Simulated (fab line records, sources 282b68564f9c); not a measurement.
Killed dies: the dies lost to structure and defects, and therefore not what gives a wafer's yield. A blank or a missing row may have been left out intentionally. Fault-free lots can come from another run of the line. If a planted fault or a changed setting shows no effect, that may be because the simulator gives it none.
fab line records	flow rit_cmos
record: lots: 7	wafers: 21	last_day: 7
route steps=202 shown SDANNEAL@154 PSD@157 NSD@158 PLDD@159 NLDD@160 SILICIDE@161
lots that met no fault: from a run of the same line without faults
start_h: hours from the record's opening day to when the first of the lot's shown wafers began	wait_h: hours since the lot's step before	" as in the row above	L1.1+2: a single row standing in for several wafers	- value missing, or start not given	* or withheld: withheld	< > ~ a bound
route shown NAME@n: a module of which the file shows steps, and the number in the route of the first	usual: mean/standard deviation of fault-free wafers	same: alike in all rows	chamber/n: place in a boat	sites: the reading at each site	_std_site: standard deviation across them	_edge_site: inner sites' mean taken away from outer sites' mean	radius_mm: how far each site lies from the wafer's centre	mask NAME#n: copy n	behind: the most recent tool/chamber to have shaped the wafer	hold: why the lot was held/for how many hours/how that ended	device: the transistor (n, p or np) that didn't switch	end of line: tests run on the same wafers once the route is complete	a step with no rows: only its recipe	killed: dies lost to structure and defects at the first sort, not the wafer's yield	map: shows each die of a wafer: x if killed, . if not, _ if none is there
set.NAME: the setting that was run; set.NAME@STEP: the one run at that earlier step	model.NAME: the simulator's own value behind a step, which no gauge read
lots at selected steps of the route; one table per step, one row per wafer
services: the hour from which a tool's chamber was out of use, counted from the record's first day as start_h (under 0 if before that day), plus the number of hours and why
== steps ==
step: RIT_SDANNEAL_CLEAN_01
recipe: chemistry: dHF	dilution: 50:1	time_s: 30
step: RIT_SDANNEAL_CLEAN_02
recipe: chemistry: SC2	mix: 3:3:50	time_s: 600	temp_c: 75	dry: n2_spin
step: RIT_SDANNEAL_RTA_03
recipe: temp_c: 1050	time_s: 5	idle_temp_c: 600	ramp_up_c_per_s: 342	ramp_down_c_per_s: 171	cool_to_c: 600	ambient: N2
usual: ramp_up_c_per_s: 342.00/0.057	wafer_temp_C_max: 1053.6/1.1
same: time_s: 5
lot.wafer	tool	chamber	start_h	wait_h	ramp_up_c_per_s	wafer_temp_C_max
L916.1	rtp_anneal-02	0	55.10	0.0	342.09	1054.0
L916.2	"	0	"	"	342.05	1054.5
L916.3	"	0	"	"	342.05	1052.7
L925.2	rtp_anneal-01	0	94.50	0.0	342.00	1053.4
L925.3	"	0	"	"	342.09	1053.8
L925.6	"	0	"	"	341.98	1052.5
L926.1	rtp_anneal-02	0	100.38	0.0	341.97	1053.8
L926.4	"	0	"	"	341.95	1055.6
L926.6	"	0	"	"	341.98	1052.7
L927.3	rtp_anneal-01	0	110.62	0.0	342.06	1053.4
L927.4	"	0	"	"	342.00	1051.5
L927.5	"	0	"	"	341.94	1053.4
L928.3	rtp_anneal-02	0	113.58	0.0	341.98	1052.7
L928.4	"	0	"	"	342.01	1052.8
L928.5	"	0	"	"	342.01	1053.6
L936.2	rtp_anneal-02	0	151.24	0.0	342.03	1052.3
L936.4	"	0	"	"	342.01	1055.6
L936.5	"	0	"	"	341.96	1052.3
L938.1	rtp_anneal-02	0	165.12	0.0	342.01	1053.0
L938.3	"	0	"	"	342.05	1052.0
L938.5	"	0	"	"	341.90	1054.9
step: RIT_SDANNEAL_RS_MEAS_04
recipe: thk_meas_gauge: four-point-probe
usual: PSD_RS: 116.0/0.39
lot.wafer	tool	chamber	start_h	wait_h	PSD_RS[ohm/sq]
L916.1	film_metro-04	-	55.16	0.0	115.5
L916.2	"	-	"	"	115.6
L916.3	"	-	"	"	115.9
L925.2	film_metro-02	-	94.57	0.1	116.1
L925.3	"	-	"	"	116.0
L925.6	"	-	"	"	116.0
L926.1	film_metro-04	-	100.44	0.0	115.6
L926.4	"	-	"	"	115.6
L926.6	"	-	"	"	115.6
L927.3	film_metro-04	-	110.70	0.1	116.0
L927.4	"	-	"	"	116.2
L927.5	"	-	"	"	115.5
L928.3	film_metro-04	-	113.66	0.1	115.6
L928.4	"	-	"	"	115.7
L928.5	"	-	"	"	115.1
L936.2	film_metro-04	-	151.31	0.1	115.8
L936.4	"	-	"	"	115.9
L936.5	"	-	"	"	116.2
L938.1	film_metro-04	-	165.18	0.0	116.3
L938.3	"	-	"	"	116.3
L938.5	"	-	"	"	116.4
step: RIT_SDANNEAL_RS_MEAS_05
recipe: thk_meas_gauge: four-point-probe
usual: NSD_RS: 84.52/0.28
lot.wafer	tool	chamber	start_h	wait_h	NSD_RS[ohm/sq]
L916.1	film_metro-04	-	55.28	0.1	84.80
L916.2	"	-	"	"	84.67
L916.3	"	-	"	"	85.15
L925.2	film_metro-02	-	94.69	0.1	84.74
L925.3	"	-	"	"	84.28
L925.6	"	-	"	"	84.58
L926.1	film_metro-04	-	100.56	0.1	84.34
L926.4	"	-	"	"	84.42
L926.6	"	-	"	"	84.30
L927.3	film_metro-04	-	110.82	0.1	83.97
L927.4	"	-	"	"	84.07
L927.5	"	-	"	"	84.13
L928.3	film_metro-04	-	113.78	0.1	84.81
L928.4	"	-	"	"	84.41
L928.5	"	-	"	"	84.71
L936.2	film_metro-04	-	151.43	0.1	84.31
L936.4	"	-	"	"	84.44
L936.5	"	-	"	"	84.43
L938.1	film_metro-04	-	165.30	0.1	84.12
L938.3	"	-	"	"	83.92
L938.5	"	-	"	"	83.86
step: RIT_SDANNEAL_RS_MEAS_06
recipe: thk_meas_gauge: four-point-probe
usual: PLDD_RS: 178.8/0.53
lot.wafer	tool	chamber	start_h	wait_h	PLDD_RS[ohm/sq]
L916.1	film_metro-04	-	55.40	0.1	178.6
L916.2	"	-	"	"	178.1
L916.3	"	-	"	"	178.4
L925.2	film_metro-02	-	94.81	0.1	178.7
L925.3	"	-	"	"	179.0
L925.6	"	-	"	"	179.1
L926.1	film_metro-04	-	100.68	0.1	178.3
L926.4	"	-	"	"	177.9
L926.6	"	-	"	"	178.2
L927.3	film_metro-04	-	110.94	0.1	178.4
L927.4	"	-	"	"	178.5
L927.5	"	-	"	"	178.3
L928.3	film_metro-04	-	113.90	0.1	178.0
L928.4	"	-	"	"	178.3
L928.5	"	-	"	"	178.3
L936.2	film_metro-04	-	151.55	0.1	178.7
L936.4	"	-	"	"	178.6
L936.5	"	-	"	"	178.9
L938.1	film_metro-04	-	165.42	0.1	179.0
L938.3	"	-	"	"	179.8
L938.5	"	-	"	"	179.7
step: RIT_SDANNEAL_RS_MEAS_07
recipe: thk_meas_gauge: four-point-probe
usual: NLDD_RS: 151.7/0.54
lot.wafer	tool	chamber	start_h	wait_h	NLDD_RS[ohm/sq]
L916.1	film_metro-04	-	55.52	0.1	151.4
L916.2	"	-	"	"	151.1
L916.3	"	-	"	"	151.4
L925.2	film_metro-02	-	94.93	0.1	151.9
L925.3	"	-	"	"	151.2
L925.6	"	-	"	"	151.9
L926.1	film_metro-04	-	100.80	0.1	151.2
L926.4	"	-	"	"	151.3
L926.6	"	-	"	"	151.8
L927.3	film_metro-04	-	111.06	0.1	151.1
L927.4	"	-	"	"	151.4
L927.5	"	-	"	"	151.6
L928.3	film_metro-04	-	114.02	0.1	151.6
L928.4	"	-	"	"	152.0
L928.5	"	-	"	"	151.3
L936.2	film_metro-04	-	151.67	0.1	151.3
L936.4	"	-	"	"	151.5
L936.5	"	-	"	"	151.9
L938.1	film_metro-04	-	165.54	0.1	150.7
L938.3	"	-	"	"	151.0
L938.5	"	-	"	"	151.7
step: RIT_SILICIDE_WET_ETCH_00
recipe: chemistry: BOE	target: SiO2	target_depth_nm: 14	time_s: 15	dry: n2_spin	dilution: 10:1	temp_c: 21.5
step: RIT_SILICIDE_SPUTTER_01
recipe: material: Ti	target_thk_nm: 30	power_w: 350	chamber_pressure_pa: 0.667	gas: Ar	time_s: 240	substrate_temp_c: 25
usual: substrate_temp_c: 25.01/0.096	throttle_valve_pct: 29.3/1.3
same: time_s: 240
lot.wafer	tool	chamber	start_h	wait_h	substrate_temp_c	throttle_valve_pct
L916.1	pvd_sputter-02	-	55.65	0.0	25.09	29.8
L916.2	"	-	"	"	24.89	31.6
L916.3	"	-	"	"	24.95	31.2
L925.2	pvd_sputter-01	-	95.05	0.0	25.03	27.9
L925.3	"	-	"	"	25.13	29.4
L925.6	"	-	"	"	24.96	27.8
L926.1	pvd_sputter-04	-	100.93	0.0	24.93	30.3
L926.4	"	-	"	"	24.93	29.6
L926.6	"	-	"	"	25.17	29.5
L927.3	pvd_sputter-01	-	111.15	0.0	24.84	29.2
L927.4	"	-	"	"	25.06	27.9
L927.5	"	-	"	"	25.04	27.8
L928.3	pvd_sputter-04	-	114.11	0.0	25.16	30.3
L928.4	"	-	"	"	25.14	30.0
L928.5	"	-	"	"	25.03	30.4
L936.2	pvd_sputter-01	-	151.78	0.0	25.06	27.6
L936.4	"	-	"	"	25.07	29.3
L936.5	"	-	"	"	24.91	27.7
L938.1	pvd_sputter-01	-	165.67	0.0	25.08	28.4
L938.3	"	-	"	"	25.06	27.6
L938.5	"	-	"	"	25.09	27.2
step: RIT_SILICIDE_RS_MEAS_02
recipe: thk_meas_gauge: four-point-probe	reads: Ti_of_SILICIDE_SPUTTER_01
usual: SILICIDE_TI_RS: 47.7/0.82
lot.wafer	tool	chamber	start_h	wait_h	SILICIDE_TI_RS[ohm/sq]
L916.1	film_metro-01	-	55.80	0.1	46.8
L916.2	"	-	"	"	47.0
L916.3	"	-	"	"	46.5
L925.2	film_metro-03	-	95.22	0.1	46.7
L925.3	"	-	"	"	48.1
L925.6	"	-	"	"	46.8
L926.1	film_metro-01	-	101.08	0.1	47.8
L926.4	"	-	"	"	49.2
L926.6	"	-	"	"	49.2
L927.3	film_metro-03	-	111.34	0.1	47.9
L927.4	"	-	"	"	46.5
L927.5	"	-	"	"	46.6
L928.3	film_metro-01	-	114.30	0.1	47.2
L928.4	"	-	"	"	49.0
L928.5	"	-	"	"	47.5
L936.2	film_metro-02	-	151.95	0.1	47.3
L936.4	"	-	"	"	48.4
L936.5	"	-	"	"	46.9
L938.1	film_metro-01	-	165.82	0.1	48.2
L938.3	"	-	"	"	47.4
L938.5	"	-	"	"	48.0
step: RIT_SILICIDE_THK_MEAS_03
recipe: thk_meas_gauge: xrf	reads: Ti_of_SILICIDE_SPUTTER_01
usual: SILICIDE_TI_THK: 30.3/0.42
lot.wafer	tool	chamber	start_h	wait_h	SILICIDE_TI_THK[nm]
L916.1	film_metro-01	-	55.92	0.1	30.8
L916.2	"	-	"	"	30.7
L916.3	"	-	"	"	31.0
L925.2	film_metro-03	-	95.33	0.1	30.8
L925.3	"	-	"	"	30.1
L925.6	"	-	"	"	30.5
L926.1	film_metro-01	-	101.20	0.1	30.4
L926.4	"	-	"	"	29.8
L926.6	"	-	"	"	29.7
L927.3	film_metro-03	-	111.44	0.1	30.1
L927.4	"	-	"	"	30.7
L927.5	"	-	"	"	30.7
L928.3	film_metro-01	-	114.40	0.1	30.7
L928.4	"	-	"	"	29.9
L928.5	"	-	"	"	30.6
L936.2	film_metro-02	-	152.06	0.1	30.7
L936.4	"	-	"	"	30.2
L936.5	"	-	"	"	30.9
L938.1	film_metro-01	-	165.94	0.1	30.1
L938.3	"	-	"	"	30.5
L938.5	"	-	"	"	30.3
step: RIT_SILICIDE_RTA_04
recipe: temp_c: 650	time_s: 10	idle_temp_c: 25	ramp_up_s: 5	ramp_down_s: 5	cool_to_c: 25	ambient: N2
usual: wafer_temp_C_max: 653.6/1.2
same: time_s: 10
lot.wafer	tool	chamber	start_h	wait_h	wafer_temp_C_max
L916.1	rtp_anneal-01	0	55.98	0.1	652.5
L916.2	"	0	"	"	651.4
L916.3	"	0	"	"	652.2
L925.2	rtp_anneal-02	0	95.40	0.1	653.0
L925.3	"	0	"	"	654.4
L925.6	"	0	"	"	653.9
L926.1	rtp_anneal-01	0	101.26	0.1	653.6
L926.4	"	0	"	"	652.6
L926.6	"	0	"	"	652.5
L927.3	rtp_anneal-02	0	111.50	0.1	654.3
L927.4	"	0	"	"	654.2
L927.5	"	0	"	"	655.4
L928.3	rtp_anneal-01	0	114.46	0.1	653.5
L928.4	"	0	"	"	652.8
L928.5	"	0	"	"	652.9
L936.2	rtp_anneal-01	0	152.13	0.1	652.7
L936.4	"	0	"	"	652.2
L936.5	"	0	"	"	653.4
L938.1	rtp_anneal-01	0	166.00	0.1	652.6
L938.3	"	0	"	"	652.1
L938.5	"	0	"	"	652.4
step: RIT_SILICIDE_WET_ETCH_05
recipe: chemistry: SPM	target: Ti	temp_c: 90	time_s: 120	dry: n2_spin
usual: bath_guard_temp_C: 89.7/0.35	bath_heat_duty_pct: 13.4/1.5	time_s: 120/0
lot.wafer	tool	chamber	start_h	wait_h	bath_guard_temp_C	bath_heat_duty_pct	time_s
L916.1	wet_bench-03	3	56.05	0.1	89.7	11.9	120
L916.2	"	3	"	"	89.7	11.9	120
L916.3	"	3	"	"	89.6	12.4	120
L925.2	wet_bench-04	1	95.45	0.0	-	-	-
L925.3	"	1	"	"	-	-	-
L925.6	"	1	"	"	-	-	-
L926.1	wet_bench-02	2	101.33	0.1	-	-	-
L926.4	"	2	"	"	-	-	-
L926.6	"	2	"	"	-	-	-
L927.3	wet_bench-02	3	111.55	0.0	-	-	-
L927.4	"	3	"	"	-	-	-
L927.5	"	3	"	"	-	-	-
L928.3	wet_bench-04	2	114.51	0.0	89.9	14.7	120
L928.4	"	2	"	"	89.3	13.6	120
L928.5	"	2	"	"	89.1	15.3	120
L936.2	wet_bench-02	1	152.24	0.1	89.8	15.0	120
L936.4	"	1	"	"	90.2	14.4	120
L936.5	"	1	"	"	90.0	16.3	120
L938.1	wet_bench-02	3	166.14	0.1	89.3	12.1	120
L938.3	"	3	"	"	89.3	12.5	120
L938.5	"	3	"	"	89.6	12.1	120
step: RIT_SILICIDE_RTA_06
recipe: temp_c: 750	time_s: 10	idle_temp_c: 25	ramp_up_s: 5	ramp_down_s: 10	cool_to_c: 25	ambient: N2
usual: wafer_temp_C_max: 754.1/1.6
same: time_s: 10
lot.wafer	tool	chamber	start_h	wait_h	wafer_temp_C_max
L916.1	rtp_anneal-02	0	56.09	0.0	756.0
L916.2	"	0	"	"	753.9
L916.3	"	0	"	"	756.6
L925.2	rtp_anneal-01	0	95.50	0.0	753.5
L925.3	"	0	"	"	753.1
L925.6	"	0	"	"	753.7
L926.1	rtp_anneal-02	0	101.37	0.0	754.7
L926.4	"	0	"	"	756.5
L926.6	"	0	"	"	755.3
L927.3	rtp_anneal-01	0	111.61	0.0	752.8
L927.4	"	0	"	"	753.5
L927.5	"	0	"	"	752.4
L928.3	rtp_anneal-02	0	114.57	0.0	754.7
L928.4	"	0	"	"	754.8
L928.5	"	0	"	"	756.1
L936.2	rtp_anneal-02	0	152.30	0.0	754.1
L936.4	"	0	"	"	756.5
L936.5	"	0	"	"	756.7
L938.1	rtp_anneal-02	0	166.18	0.0	753.8
L938.3	"	0	"	"	755.2
L938.5	"	0	"	"	754.6
== services ==
tool	chamber	start_h	hours	kind
pvd_sputter-01	-	83.83	0.6	repair
pvd_sputter-01	-	132.38	3.9	repair
== key ==
first_sign: step: RIT_SILICIDE_WET_ETCH_05	reading: tool_record	direction: missing
effect none on later readings
met_at RIT_SILICIDE_WET_ETCH_05
struck_wafers L925.2,L925.3,L925.6,L926.1,L926.4,L926.6,L927.3,L927.4,L927.5
later_rows_left_out L925.2,L925.3,L925.6,L926.1,L926.4,L926.6,L927.3,L927.4,L927.5
sort_left_out L925.2,L925.3,L925.6,L926.1,L926.4,L926.6,L927.3,L927.4,L927.5
tester_left_out L925,L926,L927
fault: kind: skipped_step_whole	tool: wet_bench-02,wet_bench-04	chamber: -	onset_h: 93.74	steps: RIT_SILICIDE_WET_ETCH_05	scope: struck_lots_only
tester_left_out: of these lots the tester's yield and bins aren't shown, on N5 and GAA mostly nor the transistor test; their killed dies are dies lost to structure and defects alone, not to doping, threshold or leakage, so they don't give the yield
sort_left_out: the simulated sort isn't trusted on such a fault, so these wafers' sort isn't shown, and their yield isn't known
later_rows_left_out: the simulator's readings of these wafers behind a module that went badly wrong aren't trusted and aren't shown, but for the sort
